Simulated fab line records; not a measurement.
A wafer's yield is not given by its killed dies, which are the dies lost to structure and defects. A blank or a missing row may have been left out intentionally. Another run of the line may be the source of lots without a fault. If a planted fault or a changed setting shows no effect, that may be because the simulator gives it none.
Which tool is to blame? | flow berkeleyCmos170 | 6 lots, 18 wafers sampled, at 4 steps of a route of 331

WHAT EACH GAUGE READ, for each wafer
UCB170_ACTIVE_THK_MEAS_06.
lot  | measured    | on           | ACTIVE_NITRIDE_THK (nm)
L286 | day 5 05:50 | filmMetro-03 | 218.8 219.3 218.6
L289 | day 5 17:32 | filmMetro-04 | 223.5 223.9 223.6
L295 | day 7 04:28 | filmMetro-04 | 223.2 222.7 221.7
L298 | day 7 17:32 | filmMetro-03 | 219.2 219.0 218.6
L300 | day 7 17:36 | filmMetro-03 | 220.7 219.7 221.7
L307 | day 9 15:35 | filmMetro-02 | 274.6 270.9 273.6

TOOL THAT RAN EACH LOT (tool first, then ch and the chambers of the sampled wafers, then the start)
lot  | UCB170_ZERO_SOFTBAKE_02         | UCB170_ZERO_STRIP_07               | UCB170_ACTIVE_CVD_05
L286 | lithoTrack-03 ch 0, day 2 03:49 | plasmaAsher-04 ch 0,1, day 2 05:44 | lpcvd-02 ch 1, day 5 02:58
L289 | lithoTrack-03 ch 0, day 2 18:30 | plasmaAsher-01 ch 0,1, day 2 19:10 | lpcvd-01 ch 1, day 5 15:37
L295 | lithoTrack-01 ch 0, day 4 05:59 | plasmaAsher-03 ch 0,1, day 4 06:53 | lpcvd-01 ch 1, day 7 02:29
L298 | lithoTrack-03 ch 0, day 4 11:32 | plasmaAsher-01 ch 0,1, day 4 12:05 | lpcvd-02 ch 0, day 7 14:40
L300 | lithoTrack-01 ch 0, day 5 00:53 | plasmaAsher-03 ch 0,1, day 5 01:41 | lpcvd-02 ch 1, day 7 14:40
L307 | lithoTrack-04 ch 0, day 6 09:52 | plasmaAsher-03 ch 0,1, day 6 12:13 | lpcvd-01 ch 1, day 9 12:37
- UCB170_ZERO_SOFTBAKE_02: time 61.38 s.
- UCB170_ZERO_STRIP_07: strips in O2.
- UCB170_ACTIVE_CVD_05: deposits Si3N4 from SiH2Cl2/NH3, target thk 220 nm, time 3300 s.

THE ANSWER, worked out from the rows above alone
Rule: the usual values come from the lots themselves. The widest of any qualifying gaps counts: lots, ordered by their means at a reading, are off when they make up no more than a third of the lots, leave a main group of 4 or more, and stand apart from it by 3 or more times the standard deviation of that group's means. The tables above print the reading to a certain number of digits; a main group whose means all agree to those digits is not used. A lot without any number at a reading at which 4 lots or more have one is off too. Where the step has rows for the other lots, those lots are counted as sound.
Off: at UCB170_ACTIVE_THK_MEAS_06 (ACTIVE_NITRIDE_THK), L307. Main group: mean 220.9 nm, sd 1.9.
A tool fits if, at a process step before that reading, it ran every lot that is off, and no sound lot after the first of them. Gauges at UCB170_ACTIVE_THK_MEAS_06: tried the same way as those tools. Can't be told from this: 4 tools fit, lithoTrack-04 at UCB170_ZERO_SOFTBAKE_02, plasmaAsher-03 at UCB170_ZERO_STRIP_07, lpcvd-01 at UCB170_ACTIVE_CVD_05, filmMetro-02 at UCB170_ACTIVE_THK_MEAS_06.

WHAT THE SIMULATOR HAD PUT IN
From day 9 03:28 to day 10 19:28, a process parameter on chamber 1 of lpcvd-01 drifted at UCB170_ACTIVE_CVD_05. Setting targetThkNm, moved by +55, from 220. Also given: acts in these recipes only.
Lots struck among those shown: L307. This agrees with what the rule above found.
